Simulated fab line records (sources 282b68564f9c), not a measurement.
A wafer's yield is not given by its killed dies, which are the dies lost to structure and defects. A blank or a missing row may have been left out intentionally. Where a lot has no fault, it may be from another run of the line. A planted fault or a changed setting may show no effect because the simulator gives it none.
The tool behind it: which one? + flow rit_cmos + 8 lots with 24 wafers sampled at 2 steps, on a route of 202 steps

## WHAT THE GAUGES SHOWED, per wafer
RIT_PRETRO_OVL_MEAS_06.
| lot  | measured    | on         | PRETRO_OVL (nm)   |
|------|-------------|------------|-------------------|
| L935 | day 2 11:24 | overlay-01 | -1.6 -0.1 -0.7    |
| L937 | day 2 22:20 | overlay-01 | 0.2 -0.7 -0.4     |
| L940 | day 3 12:26 | overlay-02 | 242.3 240.4 241.6 |
| L942 | day 3 23:08 | overlay-02 | 236.7 237.7 237.2 |
| L945 | day 4 14:01 | overlay-02 | 241.6 242.3 241.0 |
| L951 | day 5 19:54 | overlay-01 | -0.8 -0.3 0.1     |
| L953 | day 6 08:22 | overlay-02 | -2.7 -0.3 -0.9    |
| L957 | day 7 04:02 | overlay-02 | -1.6 -0.5 -0.7    |

## TOOL THAT RAN EACH LOT (tool first, then ch and the chambers of the sampled wafers, then the start)
| lot  | RIT_PRETRO_EXPOSE_03               |
|------|------------------------------------|
| L935 | iline_stepper-02 ch 0, day 2 11:00 |
| L937 | iline_stepper-01 ch 0, day 2 21:53 |
| L940 | iline_stepper-01 ch 0, day 3 12:00 |
| L942 | iline_stepper-01 ch 0, day 3 22:43 |
| L945 | iline_stepper-01 ch 0, day 4 13:35 |
| L951 | iline_stepper-02 ch 0, day 5 19:28 |
| L953 | iline_stepper-02 ch 0, day 6 07:56 |
| L957 | iline_stepper-02 ch 0, day 7 03:37 |
- RIT_PRETRO_EXPOSE_03: exposes mask M5, target cd 43700 nm.

## THE ANSWER, worked out from the rows above alone
Rule: what is usual is taken from the lots themselves. Put in order of their means at a reading, lots are off if they are a third of the lots or fewer, leave a main group of 4 or more, and stand apart from it by a gap of 3 or more times the standard deviation of the main group's means; of several such gaps the widest counts. The tables above print the reading to a certain number of digits; a main group whose means all agree to those digits is not used. Also off: a lot with no number at a reading for which 4 or more lots have one. Where the step has rows for the other lots, those lots are counted as sound.
Nothing can be told from this: no lot is off at any reading shown.

## WHAT WAS PUT IN BY THE SIMULATOR
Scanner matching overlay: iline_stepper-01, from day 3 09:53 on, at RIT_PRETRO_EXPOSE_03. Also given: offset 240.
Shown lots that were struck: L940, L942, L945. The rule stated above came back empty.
